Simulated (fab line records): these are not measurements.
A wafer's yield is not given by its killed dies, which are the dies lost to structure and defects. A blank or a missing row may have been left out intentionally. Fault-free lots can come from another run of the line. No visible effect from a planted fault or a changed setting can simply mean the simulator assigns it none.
A lot that was struck, set against a sound lot    flow ritCmos    31 steps out of a route of 202
Sound: these wafers, L559.3, L559.4, L559.6. The struck wafers were L573.4, L573.5, L573.6. The cause comes at the end.
Per side, at each step with rows, come the tool, then ch with its chambers, and then its first start. Under that, the readings that differ: sound wafers    struck wafers    difference of the means    sigmas: that difference in standard deviations of wafers without a fault.
alike: readings with means less than 2 such deviations apart, plus words and numbers identical on both sides. not compared: withheld readings, readings lacking a value on some wafer, bounds such as >300 that could conceal the same value, and numbers that have no deviation in the record and whose values overlap.
A row with sigmas, a row that says differs or no value, or rows on one side alone: a step with any of these is where the two part. Numbers that don't overlap but have no deviation are shown without sigmas and don't part them. A reading that every wafer of one side lacks parts them only if that side has two wafers or more.

first, 4 steps without rows for these wafers: RIT_CONTACT_SOFTBAKE_04 (time 60 s); RIT_CONTACT_EXPOSE_05 (exposes mask M11, target cd 1000 nm); RIT_CONTACT_PEB_06; RIT_CONTACT_DEVELOP_07 (develop time 120 s).
RIT_CONTACT_CD_MEAS_08: target cd 1000 nm.
  sound: cdSem-02 at day 3 10:32; struck: cdSem-02 at day 6 07:37
  alike: cdNm
RIT_CONTACT_OVL_MEAS_09:
  sound: overlay-02 at day 3 10:37; struck: overlay-02 at day 6 07:42
  alike: CONTACT_OVL
then, 1 step without rows for these wafers: RIT_CONTACT_HARDBAKE_10 (time 60 s).
RIT_CONTACT_ETCH_11: etches SiO2 in CHF3/CF4/Ar, stops on TiSi2, target depth 480 nm, time 320 s.
  sound on rieDiel-04 ch 0,2, day 3 10:47; struck on rieDiel-04 ch 0,1, day 6 07:53
  alike: drypumpMotorCurrentA, oesProductAu, rfFwdPowerW, throttleValvePct
  not compared: rfHoursCounterH
RIT_CONTACT_STRIP_12: strips in O2, time 180 s.
  sound on plasmaAsher-04 ch 0,1, day 3 11:03; struck on plasmaAsher-02 ch 0,1, day 6 08:09
  alike: drypumpMotorCurrentA, rfReflPowerW
  not compared: rfHoursCounterH
RIT_CONTACT_CD_MEAS_90: target cd 1000 nm.
  sound: cdSem-02 at day 3 11:12; struck: cdSem-01 at day 6 08:19
  alike: cdNm
then, 2 steps without rows for these wafers: RIT_CONTACT_CLEAN_13 (cleans in SC1, time 600 s); RIT_CONTACT_CLEAN_14 (cleans in SC2, time 600 s).
RIT_M1_SPUTTER_00: material Al, target thk 400 nm, time 500 s.
  sound: pvdSputter-04 at day 3 11:38; struck: pvdSputter-04 at day 6 08:45
  alike: throttleValvePct
RIT_M1_RS_MEAS_01: the measuring method here is four-point-probe.
  sound: filmMetro-01 at day 3 11:58; struck: filmMetro-02 at day 6 09:06
  alike: M1_AL_RS
RIT_M1_THK_MEAS_02: measures by xrf.
  sound: filmMetro-01 at day 3 12:04; struck: filmMetro-02 at day 6 09:11
  alike: M1_AL_THK
then, 6 steps without rows for these wafers: RIT_M1_HMDS_03 (prime time 60 s); RIT_M1_COAT_04 (resist thk 1322 nm); RIT_M1_SOFTBAKE_05 (time 60 s); RIT_M1_EXPOSE_06 (exposes mask M12, target cd 2600 nm); RIT_M1_PEB_07; RIT_M1_DEVELOP_08 (develop time 68 s).
RIT_M1_CD_MEAS_09: target cd 2600 nm.
  sound: cdSem-02 at day 3 13:09; struck: cdSem-02 at day 6 10:18
  alike: cdNm
RIT_M1_OVL_MEAS_10:
  sound: overlay-01 at day 3 13:14; struck: overlay-02 at day 6 10:23
  alike: M1_OVL
then, 1 step without rows for these wafers: RIT_M1_HARDBAKE_11 (time 120 s).
RIT_M1_METAL_ETCH_12: etches Al in Cl2/BCl3, stops on SiO2, time 165 s, target depth 600 nm.
  sound on rieMetal-04 ch 0,1, day 3 13:34; struck on rieMetal-03 ch 0,1, day 6 10:42
  alike: drypumpMotorCurrentA, oesProductAu, rfFwdPowerW, throttleValvePct
  not compared: rfHoursCounterH
then, 1 step without rows for these wafers: RIT_M1_STRIP_13 (strips in nmp, time 600 s).
RIT_M1_STRIP_14: strips in O2, time 180 s.
  sound on plasmaAsher-04 ch 0,1, day 3 13:55; struck on plasmaAsher-04 ch 0,1, day 6 11:02
  alike: drypumpMotorCurrentA, rfReflPowerW
  not compared: rfHoursCounterH
RIT_M1_CD_MEAS_90: target cd 2600 nm.
  sound: cdSem-02 at day 3 14:04; struck: cdSem-01 at day 6 11:13
  alike: cdNm
then, 1 step without rows for these wafers: RIT_M1_ANNEAL_15 (time 1800 s).
RIT_M1_BOW_MEAS_16:
  sound: filmMetro-04 at day 3 15:41; struck: filmMetro-01 at day 6 12:50
  alike: M1_BOW
RIT_M1_PROBE_99:
  sound: prober-01 at day 3 15:52; struck: prober-01 at day 6 13:03
reading                                sound               struck                                                                   difference                    sigmas
hold                                   - - -               awaitDispo/5.7h/release awaitDispo/5.7h/release awaitDispo/5.7h/release  no value on the sound wafers  
defectLimitedYield (%)                 97.0 95.8 97.3      87.1 86.4 90.9                                                           -8.6                          -8
killed_at_M0_to_M3                     0 0 0               23 28 15                                                                 +22                           +99 or more
killedDies                             8 11 7              34 36 24                                                                 +23                           +8
killedOnRim                            1 2 3               13 2 11                                                                  +7                            +5
sort_bin_3_pad_short (%)               0 0 0.4             1.1 1.9 1.1                                                              +1.2                          +5
sort_bin_5_function (%)                1.1 3.0 1.5         7.6 9.1 5.7                                                              +5.6                          +8
sort_bin_6_memory (%)                  1.9 1.1 0.8         4.2 2.7 2.3                                                              +1.8                          +3
sortNPass                              256.0 253.0 257.0   230.0 228.0 240.0                                                        -22.7                         -8
sortYieldPct (%)                       97.0 95.8 97.3      87.1 86.4 90.9                                                           -8.6                          -8
model.etest.tester.sortNPass           256 253 257         230 228 240                                                              -23                           
model.etest.tester.sortYieldPct (%)    96.97 95.83 97.35   87.12 86.36 90.91                                                        -8.59                         
model.etest.tester.sort_bin_5_pct (%)  1.136 3.03 1.515    7.576 9.091 5.682                                                        +5.556                        
model.etest.tester.sort_bin_3_pct (%)  0 0 0.3788          1.136 1.894 1.136                                                        +1.262                        
model.etest.tester.sort_bin_6_pct (%)  1.894 1.136 0.7576  4.167 2.652 2.273                                                        +1.768                        
  alike: killedAtContacts, killedAtFrontEnd, killedOpen, killedShort

WHERE THEY PART
Only at RIT_M1_PROBE_99, within this record.

WHY: what had been put in by the simulator
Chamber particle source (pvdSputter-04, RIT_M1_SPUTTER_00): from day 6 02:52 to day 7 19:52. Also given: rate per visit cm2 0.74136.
